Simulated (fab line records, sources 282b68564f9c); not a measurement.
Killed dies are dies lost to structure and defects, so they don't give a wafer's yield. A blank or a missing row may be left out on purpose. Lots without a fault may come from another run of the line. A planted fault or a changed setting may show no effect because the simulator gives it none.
fab line records | flow rit_cmos
record lots=14 wafers=42 last_day=7
route steps=202 shown SILICIDE@167
lots that met no fault: from a run of the same line without faults
start_h: hours from the record's first day to the start of the lot's first wafer shown | wait_h: hours since the lot's step before | " the same as in the row above | L1.1+2: a row that stands for several wafers | - no value, or no start given | * or withheld: withheld | < > ~ a bound
route shown NAME@n: a module of which the file shows steps, and the number in the route of the first | usual: mean/standard deviation of fault-free wafers | same: alike in all rows | chamber/n: place in a boat | sites: the reading at each site | _std_site: their standard deviation | _edge_site: outer sites' mean less inner sites' | radius_mm: how far each site lies from the wafer's centre | mask NAME#n: copy n | behind: the tool/chamber that last shaped the wafer | hold: why the lot was held/for how many hours/how that ended | device: the transistor (n, p or np) that didn't switch | end of line: the same wafers' tests at the end of the route | a step without rows: its recipe alone | killed: dies lost to structure and defects at the first sort, not the wafer's yield | map: a wafer's dies, x killed, . not, _ none there
set.NAME: the setting as run; set.NAME@STEP: as run at that earlier step | model.NAME: the simulator's own value behind a step, which no gauge read
steps of the route over a sample of lots; a table a step, a row a wafer
## steps
# step RIT_SILICIDE_RTA_06
# recipe temp_c=750 time_s=10 idle_temp_c=25 ramp_up_s=5 ramp_down_s=10 cool_to_c=25 ambient=N2
# usual chamber_o2_ppm=2.000/0.023 wafer_temp_C_max=752.9/0.72
# columns lot.wafer tool chamber start_h wait_h chamber_o2_ppm wafer_temp_C_max
L915.2 rtp_anneal-02 0 51.71 0.0 2.027 753.3
L915.4 " 0 " " 2.011 751.7
L915.6 " 0 " " 2.020 751.5
L916.1 rtp_anneal-01 0 56.15 0.0 1.982 753.1
L916.3 " 0 " " 1.988 752.5
L916.5 " 0 " " 1.998 753.1
L917.1 rtp_anneal-02 0 59.70 0.0 2.018 752.5
L917.3 " 0 " " 1.983 752.3
L917.6 " 0 " " 1.994 752.6
L918.1 rtp_anneal-01 0 66.15 0.0 2.014 753.9
L918.4 " 0 " " 1.973 753.1
L918.5 " 0 " " 1.982 753.2
L921.2 rtp_anneal-02 0 80.63 0.0 2.000 753.3
L921.5 " 0 " " 2.045 752.9
L921.6 " 0 " " 1.997 752.4
L922.3 rtp_anneal-01 0 84.53 0.0 2.026 753.3
L922.4 " 0 " " 1.994 753.5
L922.6 " 0 " " 2.019 753.4
L923.1 rtp_anneal-02 0 91.77 0.0 2.015 752.3
L923.2 " 0 " " 2.007 752.3
L923.6 " 0 " " 2.047 752.6
L924.3 rtp_anneal-01 0 98.56 0.0 2.013 752.4
L924.4 " 0 " " 2.000 753.5
L924.6 " 0 " " 2.012 753.6
L925.3 rtp_anneal-01 0 106.21 0.0 2.034 754.0
L925.4 " 0 " " 1.993 753.6
L925.5 " 0 " " 2.001 753.5
L926.1 rtp_anneal-01 0 106.34 0.0 2.006 753.3
L926.3 " 0 " " 2.046 754.4
L926.5 " 0 " " 2.010 755.0
L930.2 rtp_anneal-01 0 126.12 0.0 2.014 753.4
L930.3 " 0 " " 1.996 753.2
L930.4 " 0 " " 2.030 752.5
L932.2 rtp_anneal-01 0 138.68 0.0 2.019 692.5
L932.3 " 0 " " 2.030 693.8
L932.6 " 0 " " 2.002 693.2
L934.1 rtp_anneal-01 0 146.44 0.0 2.022 693.5
L934.5 " 0 " " 1.996 692.7
L934.6 " 0 " " 1.988 693.8
L937.1 rtp_anneal-02 0 161.51 0.0 1.984 752.2
L937.2 " 0 " " 2.009 751.9
L937.4 " 0 " " 2.009 751.8
## key
first_sign step=RIT_SILICIDE_RTA_06 reading=wafer_temp_C_max direction=down sigmas=82 usual=* struck=*
effect none on later readings
met_at RIT_SILICIDE_RTA_06
struck_lots L932,L934
tester_left_out L932,L934
onset_between 126.12 138.68
fault kind=process_parameter_drift tool=rtp_anneal-01 chamber=- onset_h=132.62 steps=RIT_SILICIDE_RTA_06 channel=temp_c offset=* shape=step end_h=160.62 acts_in=* stated=*
# tester_left_out: of these lots the tester's yield and bins aren't shown, on N5 and GAA mostly nor the transistor test; their killed dies are dies lost to structure and defects alone, not to doping, threshold or leakage, so they don't give the yield
